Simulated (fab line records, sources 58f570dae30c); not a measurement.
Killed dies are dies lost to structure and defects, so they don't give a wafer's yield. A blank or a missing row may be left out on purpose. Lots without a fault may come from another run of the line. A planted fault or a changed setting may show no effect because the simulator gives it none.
Split-lot experiment | flow berkeley_cmos170 | 5 lots, 23 wafers read, on a route of 331 steps

THE SPLIT
At UCB170_WELLDRIVE_OXIDATION_01 (target thk 199 nm, ox time 9000 s), the setting temp_c was moved away from the recipe's 1100 C on 20 of the 23 wafers read, by -2.5% to +1.1%. The other wafers ran this setting at the recipe's value.

The file shows no step between the split and the reading.

THE READING
WELLDRIVE_OXIDE_THK, in nm, at UCB170_WELLDRIVE_THK_MEAS_02. Fault-free wafers of this fab line usually give 200 nm, standard deviation 4.2 nm.

wafer  | tool, chamber at the split | temp_c as run, C | against the recipe | WELLDRIVE_OXIDE_THK, nm | against lot-mates on the recipe
L075.1 | -, -                       | 1073             | -2.5%              | 171                     | no lot-mate on the recipe
L075.2 | -, -                       | 1073             | -2.5%              | 169                     | no lot-mate on the recipe
L075.3 | -, -                       | 1073             | -2.5%              | 164                     | no lot-mate on the recipe
L075.4 | -, -                       | 1073             | -2.5%              | 171                     | no lot-mate on the recipe
L075.5 | -, -                       | 1073             | -2.5%              | 165                     | no lot-mate on the recipe
L077.1 | -, -                       | 1080             | -1.8%              | 175                     | no lot-mate on the recipe
L077.2 | -, -                       | 1080             | -1.8%              | 168                     | no lot-mate on the recipe
L077.4 | -, -                       | 1080             | -1.8%              | 171                     | no lot-mate on the recipe
L077.5 | -, -                       | 1080             | -1.8%              | 170                     | no lot-mate on the recipe
L077.6 | -, -                       | 1080             | -1.8%              | 173                     | no lot-mate on the recipe
L083.1 | -, -                       | 1112             | +1.1%              | 209                     | no lot-mate on the recipe
L083.2 | -, -                       | 1112             | +1.1%              | 217                     | no lot-mate on the recipe
L083.3 | -, -                       | 1112             | +1.1%              | 211                     | no lot-mate on the recipe
L083.5 | -, -                       | 1112             | +1.1%              | 214                     | no lot-mate on the recipe
L083.6 | -, -                       | 1112             | +1.1%              | 212                     | no lot-mate on the recipe
L084.2 | furnace-02, 0              | 1100             | recipe             | 203                     | -
L084.3 | furnace-02, 0              | 1100             | recipe             | 203                     | -
L084.6 | furnace-02, 0              | 1100             | recipe             | 202                     | -
L085.2 | -, -                       | 1092             | -0.7%              | 192                     | no lot-mate on the recipe
L085.3 | -, -                       | 1092             | -0.7%              | 193                     | no lot-mate on the recipe
L085.4 | -, -                       | 1092             | -0.7%              | 194                     | no lot-mate on the recipe
L085.5 | -, -                       | 1092             | -0.7%              | 193                     | no lot-mate on the recipe
L085.6 | -, -                       | 1092             | -0.7%              | 192                     | no lot-mate on the recipe

THE FIT
A straight line over all 23 wafers: WELLDRIVE_OXIDE_THK changes by +13.5 nm for each +1% of temp_c; r = +0.98; the points scatter about the line by 3.7 nm.
Too few moved wafers have a lot-mate on the recipe to fit a line with each lot's own level taken away.

THE WHOLE CHAIN: every reading that the file lists as answering this split, in the file's order
step                          | what it does                      | reading                                                                                | change (the file's fit)              | r (the file's)
UCB170_WELLDRIVE_OXIDATION_01 | target thk 199 nm, ox time 9000 s | SiO2_of_WELLDRIVE_OXIDATION_01.thk_nm (the simulator's own value, which no gauge read) | +13.5 nm for each +1% of the setting | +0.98
UCB170_WELLDRIVE_THK_MEAS_02  |                                   | WELLDRIVE_OXIDE_THK                                                                    | +13.4 for each +1% of the setting    | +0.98

THE FILE'S OWN FIT
WELLDRIVE_OXIDE_THK changes by +13.4 nm for each +1% of temp_c, r = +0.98.
